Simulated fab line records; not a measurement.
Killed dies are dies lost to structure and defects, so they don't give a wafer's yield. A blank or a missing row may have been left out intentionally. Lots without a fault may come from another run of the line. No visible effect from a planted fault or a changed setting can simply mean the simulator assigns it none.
Chamber matching -- flow berkeley cmos170 -- UCB170_V1_CMP_02 on cmp-02: 4 sister chambers
The step polishes SiO2. 4 wafers are shown with their chamber, then 8 later ones without.

== WAFERS WITH THEIR CHAMBER ==
wafer,chamber,motor current A (A)
L652.5,3,18.2
L657.3,2,16.0
L659.6,1,15.7
L666.2,0,18.4

== WAFERS WITHOUT THEIR CHAMBER ==
wafer,motor current A (A)
L666.3,18.9
L666.4,16.4
L668.3,14.4
L668.5,15.3
L668.6,16.7
L670.1,16.1
L670.5,18.3
L670.6,15.5

== CHAMBER TAKEN BY EACH ==
wafer,from the rows above,in truth
L666.3,can't be placed: 0 or 3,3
L666.4,can't be placed: 2 or 1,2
L668.3,can't be placed: 1 or 2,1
L668.5,can't be placed: 1 or 2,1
L668.6,can't be placed: 2 or 1 or 3 or 0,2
L670.1,can't be placed: 2 or 1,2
L670.5,can't be placed: 0 or 3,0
L670.6,can't be placed: 1 or 2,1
Correct placement for 0 of the 8. From these rows, 8 cannot be placed; in 8 the true chamber is one of the candidates. Number placed wrongly: 0.
How it was worked out, from the rows above alone: a wafer's distance from a chamber is the root of the sum, over the readings, of the square of ((its reading less the chamber's mean) divided by the reading's scatter). If the next closest chamber is less than 2 further off than the closest, the wafer can't be placed; otherwise it belongs to the closest. The mean given for a chamber averages the wafers shown for that chamber. The scatter (one wafer shown for each chamber): square how far every hidden wafer sits from the nearest shown wafer, average those squares and take the square root.
